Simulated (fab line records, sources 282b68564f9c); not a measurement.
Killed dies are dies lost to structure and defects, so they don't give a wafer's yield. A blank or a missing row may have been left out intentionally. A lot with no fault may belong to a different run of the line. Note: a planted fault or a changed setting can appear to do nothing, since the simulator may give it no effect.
Which tool was responsible? :: flow rit cmos :: 14 lots with 42 wafers sampled at 2 steps, on a route of 202 steps

## WHAT THE GAUGES READ, wafer by wafer
RIT_WELLDRIVE_RS_MEAS_01: measures by four-point-probe.
lot: L679
measured: day 2 12:40
on: film metro-03
NWELL_RS (ohm/sq): 275.9 275.3 274.4

lot: L680
measured: day 2 16:00
on: film metro-01
NWELL_RS (ohm/sq): 275.4 274.6 274.8

lot: L681
measured: day 2 20:40
on: film metro-03
NWELL_RS (ohm/sq): 277.5 276.9 276.8

lot: L685
measured: day 3 17:03
on: film metro-01
NWELL_RS (ohm/sq): 274.8 274.8 274.7

lot: L686
measured: day 3 20:24
on: film metro-03
NWELL_RS (ohm/sq): 277.2 276.8 276.4

lot: L687
measured: day 4 01:30
on: film metro-03
NWELL_RS (ohm/sq): 274.6 275.8 274.9

lot: L688
measured: day 4 06:37
on: film metro-01
NWELL_RS (ohm/sq): 275.8 275.1 275.8

lot: L689
measured: day 4 15:31
on: film metro-01
NWELL_RS (ohm/sq): 275.5 275.4 275.7

lot: L691
measured: day 5 02:43
on: film metro-03
NWELL_RS (ohm/sq): 274.9 275.5 275.3

lot: L692
measured: day 5 10:37
on: film metro-03
NWELL_RS (ohm/sq): 274.4 274.7 275.4

lot: L693
measured: day 5 15:44
on: film metro-01
NWELL_RS (ohm/sq): 277.3 276.6 276.0

lot: L696
measured: day 6 11:33
on: film metro-01
NWELL_RS (ohm/sq): 282.9 282.8 282.1

lot: L700
measured: day 7 01:08
on: film metro-03
NWELL_RS (ohm/sq): 280.8 280.7 282.4

lot: L702
measured: day 7 04:29
on: film metro-04
NWELL_RS (ohm/sq): 276.5 275.8 275.6

## TOOL THAT RAN EACH LOT (tool first, then ch and the chambers of the sampled wafers, then the start)
lot: L679
RIT_NWELL_IMPLANT_08: implanter-02 ch 0, day 2 04:32

lot: L680
RIT_NWELL_IMPLANT_08: implanter-02 ch 0, day 2 08:41

lot: L681
RIT_NWELL_IMPLANT_08: implanter-02 ch 0, day 2 13:04

lot: L685
RIT_NWELL_IMPLANT_08: implanter-03 ch 0, day 3 09:01

lot: L686
RIT_NWELL_IMPLANT_08: implanter-03 ch 0, day 3 11:15

lot: L687
RIT_NWELL_IMPLANT_08: implanter-03 ch 0, day 3 15:22

lot: L688
RIT_NWELL_IMPLANT_08: implanter-01 ch 0, day 3 20:31

lot: L689
RIT_NWELL_IMPLANT_08: implanter-03 ch 0, day 4 07:43

lot: L691
RIT_NWELL_IMPLANT_08: implanter-03 ch 0, day 4 15:44

lot: L692
RIT_NWELL_IMPLANT_08: implanter-01 ch 0, day 4 23:55

lot: L693
RIT_NWELL_IMPLANT_08: implanter-01 ch 0, day 5 04:49

lot: L696
RIT_NWELL_IMPLANT_08: implanter-02 ch 0, day 6 01:40

lot: L700
RIT_NWELL_IMPLANT_08: implanter-02 ch 0, day 6 17:58

lot: L702
RIT_NWELL_IMPLANT_08: implanter-03 ch 0, day 6 18:28
- RIT_NWELL_IMPLANT_08

## WHAT THE TOOLS THEMSELVES READ (means of the sampled wafers that have a number; where no wafer has one, the mark that the record gives instead)
RIT_NWELL_IMPLANT_08.
lot: L679
tool: implanter-02
dose ions cm2: 5e+13
end station pressure torr (Torr): 4.77e-06

lot: L680
tool: implanter-02
dose ions cm2: 5e+13
end station pressure torr (Torr): 5.13e-06

lot: L681
tool: implanter-02
dose ions cm2: 5e+13
end station pressure torr (Torr): 5.00e-06

lot: L685
tool: implanter-03
dose ions cm2: 5e+13
end station pressure torr (Torr): 5.24e-06

lot: L686
tool: implanter-03
dose ions cm2: 5e+13
end station pressure torr (Torr): 5.20e-06

lot: L687
tool: implanter-03
dose ions cm2: 5e+13
end station pressure torr (Torr): 5.12e-06

lot: L688
tool: implanter-01
dose ions cm2: 5e+13
end station pressure torr (Torr): 5.44e-06

lot: L689
tool: implanter-03
dose ions cm2: 5e+13
end station pressure torr (Torr): 4.95e-06

lot: L691
tool: implanter-03
dose ions cm2: 5e+13
end station pressure torr (Torr): 5.40e-06

lot: L692
tool: implanter-01
dose ions cm2: 5e+13
end station pressure torr (Torr): 5.15e-06

lot: L693
tool: implanter-01
dose ions cm2: 5e+13
end station pressure torr (Torr): 5.11e-06

lot: L696
tool: implanter-02
dose ions cm2: 5e+13
end station pressure torr (Torr): 4.94e-06

lot: L700
tool: implanter-02
dose ions cm2: 5e+13
end station pressure torr (Torr): 5.35e-06

lot: L702
tool: implanter-03
dose ions cm2: 5e+13
end station pressure torr (Torr): 5.06e-06

## THE ANSWER, worked out from the rows above alone
Rule: the lots themselves supply what counts as usual. Put in order of their means at a reading, lots are off if they are a third of the lots or fewer, leave a main group of 4 or more, and stand apart from it by a gap of 3 or more times the standard deviation of the main group's means; of several such gaps the widest counts. The tables above print the reading to a certain number of digits; a main group whose means all agree to those digits is not used. Also off: a lot with no number at a reading for which 4 or more lots have one. The other lots that the step has rows for count as sound. The gauges are gone through in route order, then the tools' own readings, and for those a lot's mean is taken as printed above. The first step at which some lot is off is used, and at that step the reading that is off furthest; a lot without a number counts as furthest.
Off: at RIT_WELLDRIVE_RS_MEAS_01 (NWELL_RS), L696, L700. Main group: mean 275.6 ohm/sq, sd 0.77.
If a tool, at a process step before that reading, ran all the lots that are off and no sound lot after the first of them, it fits. The gauges at RIT_WELLDRIVE_RS_MEAS_01 are tried like those tools. One candidate fits, namely implanter-02 at RIT_NWELL_IMPLANT_08. A fault onset in the window from L681 (day 2 13:04, its last sound lot) to L696 (day 6 01:40, its first lot off) fits.

## WHAT WAS PUT IN BY THE SIMULATOR
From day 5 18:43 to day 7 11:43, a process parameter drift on implanter-02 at RIT_NWELL_IMPLANT_08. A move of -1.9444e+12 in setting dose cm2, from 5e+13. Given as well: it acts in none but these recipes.
Lots struck among those shown: L696, L700. The rule above reached the same finding.
